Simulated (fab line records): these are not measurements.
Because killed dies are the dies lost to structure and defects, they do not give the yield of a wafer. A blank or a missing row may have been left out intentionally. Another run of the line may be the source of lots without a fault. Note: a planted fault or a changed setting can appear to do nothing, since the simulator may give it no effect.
The tool behind it: which one?	flow rit-cmos	39 wafers from 13 lots sampled at 2 of the route's 202 steps

== WHAT THE GAUGES READ, wafer by wafer ==
The record holds no reading of a measuring or inspecting step that can be judged against a usual standard deviation.

== EACH LOT AND THE TOOL THAT RAN IT (in order: tool; ch and the chambers of the sampled wafers; start) ==
lot	RIT_GATE_ETCH_19	RIT_M1_PROBE_99
L243	rie-si-02 ch 0,1,2, day 2 14:34	-
L244	rie-si-01 ch 0,1,3, day 2 22:45	-
L245	rie-si-02 ch 2,3, day 3 02:41	-
L247	rie-si-02 ch 2,3, day 3 13:25	-
L249	rie-si-02 ch 0,1,2, day 3 23:28	-
L250	rie-si-01 ch 1,2, day 4 02:17	-
L252	rie-si-01 ch 0,2,3, day 4 12:35	-
L253	rie-si-02 ch 1,2, day 4 20:13	-
L254	rie-si-01 ch 2,3, day 5 01:40	-
L255	rie-si-02 ch 0,1,2, day 5 05:28	-
L259	rie-si-02 ch 0,1, day 5 23:49	prober-02, day 6 20:05
L260	rie-si-01 ch 0,2,3, day 6 06:29	-
L264	rie-si-01 ch 0,1,2, day 7 01:07	-
- RIT_GATE_ETCH_19: etches poly-Si in SF6/CHF3/O2, stops on SiO2, time 165 s, target depth 312.5 nm.
- RIT_M1_PROBE_99

== WHAT THE TOOLS THEMSELVES READ (means of the sampled wafers that have a number; where no wafer has one, the mark that the record gives instead) ==
RIT_GATE_ETCH_19. Usual: CHF3_flow_sccm 29.98 sccm, standard deviation 0.092; drypump-motor-current-A 5.7 A, standard deviation 0.31; oes-product-au 0.844 a.u., standard deviation 0.014; throttle-valve-pct 10.28 %, standard deviation 0.12.
lot	tool	CHF3_flow_sccm (sccm)	drypump-motor-current-A (A)	oes-product-au (a.u.)	throttle-valve-pct (%)	flag
L243	rie-si-02	29.94	5.7	0.845	10.24	
L244	rie-si-01	29.95	5.8	0.839	10.29	
L245	rie-si-02	30.00	5.6	0.839	10.39	
L247	rie-si-02	29.88	5.5	0.840	10.29	
L249	rie-si-02	29.97	5.7	0.845	10.23	
L250	rie-si-01	29.97	5.5	0.845	10.21	
L252	rie-si-01	29.98	5.7	0.835	10.22	
L253	rie-si-02	29.96	5.4	0.834	10.25	
L254	rie-si-01	30.06	6.0	0.838	10.15	
L255	rie-si-02	29.92	5.7	0.843	10.23	
L259	rie-si-02	30.05	6.0	0.850	10.22	
L260	rie-si-01	29.97	5.7	0.843	10.22	
L264	rie-si-01	30.07	5.5	0.851	10.28	

RIT_M1_PROBE_99. Usual: killed_at_M0_to_M3 0.0, standard deviation 0.16; killed-at-contacts 0.0, standard deviation 0.2; killed-at-front-end 7.2, standard deviation 2.5; killed-dies 7.3, standard deviation 2.5; killed-open 3.8, standard deviation 1.9; killed-short 3.5, standard deviation 1.8.
lot	tool	killed_at_M0_to_M3	killed-at-contacts	killed-at-front-end	killed-dies	killed-open	killed-short	flag
L259	prober-02	0.3	0.0	13.0	13.3	4.3	4.0	

== THE ANSWER, worked out from the rows above alone ==
Rule: lot off if the mean of its wafers having a number is beyond 3 standard deviations from the usual mean. Also off: a lot with no number at a reading for which 4 or more lots have one. Where the step has rows for the other lots, those lots are counted as sound. Order of review: gauges by route order, followed by the tools' own readings, for which a lot's mean as printed above is used. At the first step where some lot is off, the reading lying furthest off is the one used; lots without a number count as furthest.
Nothing can be told from this: no lot is off at any reading shown.

== WHAT HAD BEEN PUT IN BY THE SIMULATOR ==
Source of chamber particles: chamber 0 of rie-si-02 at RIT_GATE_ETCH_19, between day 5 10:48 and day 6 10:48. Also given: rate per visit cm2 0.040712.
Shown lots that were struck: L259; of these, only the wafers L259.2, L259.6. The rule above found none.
